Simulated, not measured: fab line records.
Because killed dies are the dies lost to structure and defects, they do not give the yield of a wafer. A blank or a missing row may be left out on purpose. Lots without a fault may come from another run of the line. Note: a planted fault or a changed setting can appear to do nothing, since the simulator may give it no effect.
Split-lot experiment	flow berkeleyCmos170	27 wafers read across 5 lots, on a route 331 steps long

## ABOUT THE SPLIT
At UCB170_V1_CVD_00 (deposits SiO2 from TEOS/O2, target thk 2000 nm, time 250 s), the setting timeS was moved away from the recipe's 250 s on 9 of the 27 wafers read, by -23.1% to +58.4%. This setting was run at the recipe's value on the other wafers.

Between the split and the reading, the file records no step.

## THE READING
V1_TEOS_THK at UCB170_V1_THK_MEAS_01, in nm. On this fab line, fault-free wafers typically give 2009 nm with a standard deviation of 29 nm.

wafer	tool, chamber at the split	timeS as run, s	against the recipe	V1_TEOS_THK, nm	against lot-mates on the recipe
L077.1	pecvd-02, 0	250	recipe	2047	-
L077.4	pecvd-02, 1	250	recipe	2064	-
L077.6	pecvd-02, 2	250	recipe	2062	-
L076.1	pecvd-02, 2	250	recipe	2047	-
L076.2	pecvd-02, 0	314.5	+25.8%	2544	+512
L076.3	pecvd-02, 1	250	recipe	2009	-
L076.4	pecvd-02, 1	314.5	+25.8%	2560	+528
L076.5	pecvd-02, 2	250	recipe	2040	-
L076.6	pecvd-02, 0	314.5	+25.8%	2592	+560
L080.1	pecvd-02, 0	250	recipe	1999	-
L080.2	pecvd-02, 1	396	+58.4%	3159	+1133
L080.3	pecvd-02, 2	396	+58.4%	3163	+1137
L080.4	pecvd-02, 1	250	recipe	2031	-
L080.5	pecvd-02, 2	250	recipe	2048	-
L080.6	pecvd-02, 0	396	+58.4%	3200	+1174
L083.1	pecvd-04, 0	192.2	-23.1%	1499	-489
L083.2	pecvd-04, 2	192.2	-23.1%	1486	-502
L083.3	pecvd-04, 1	192.2	-23.1%	1515	-473
L083.4	pecvd-04, 2	250	recipe	1980	-
L083.5	pecvd-04, 0	250	recipe	1999	-
L083.6	pecvd-04, 1	250	recipe	1986	-
L085.1	pecvd-04, 2	250	recipe	1978	-
L085.2	pecvd-04, 0	250	recipe	2019	-
L085.3	pecvd-04, 1	250	recipe	1994	-
L085.4	pecvd-04, 1	250	recipe	2019	-
L085.5	pecvd-04, 2	250	recipe	2006	-
L085.6	pecvd-04, 0	250	recipe	2040	-

FIT RESULTS
A straight line over all 27 wafers: V1_TEOS_THK changes by +20.4 nm for each +1% of timeS; r = +1.00; the points scatter about the line by 33 nm.
The same after taking each lot's own level away (the mean of its wafers on the recipe; 27 wafers): +20 nm for each +1%; r = +1.00; scatter 21 nm.
According to that fit, moving timeS by its largest amount changes the reading by 1.2e+03 nm.
The lots' own levels span 1988.3 to 2057.7 nm, that is 2.4 times the standard deviation above.
So the lot-to-lot level changes the slope little: the two slopes agree.
Check: for one of the wafers moved furthest among these (+58.4%), held out of the fit, the line's prediction against its lot-mates is +1.18e+03 nm. It came out at +1.13e+03 nm against them.

## ADDITIONAL SPLITS CARRIED BY THESE WAFERS
Note: prior to the reading, these wafers also went through further splits. Each is held against what the fit with the lots' levels taken away leaves over:
other split on the same wafers	wafers away from the commonest value	r with V1_TEOS_THK (lot level and that fit taken away)
UCB170_SILICIDE_SPUTTER_01 timeS	9	+0.37

## THE WHOLE CHAIN: every reading that the file lists as answering this split, in the file's order
step	what it does	reading	change (the file's fit)	r (the file's)
UCB170_V1_CVD_00	deposits SiO2 from TEOS/O2, target thk 2000 nm, time 250 s	SiO2_of_V1_CVD_00.thkNm (the simulator's own value, which no gauge read)	+20 nm for each +1% of the setting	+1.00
UCB170_V1_THK_MEAS_01		V1_TEOS_THK	+20 for each +1% of the setting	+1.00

## FILE'S OWN FIT
V1_TEOS_THK changes by +20 nm for each +1% of timeS, r = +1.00.
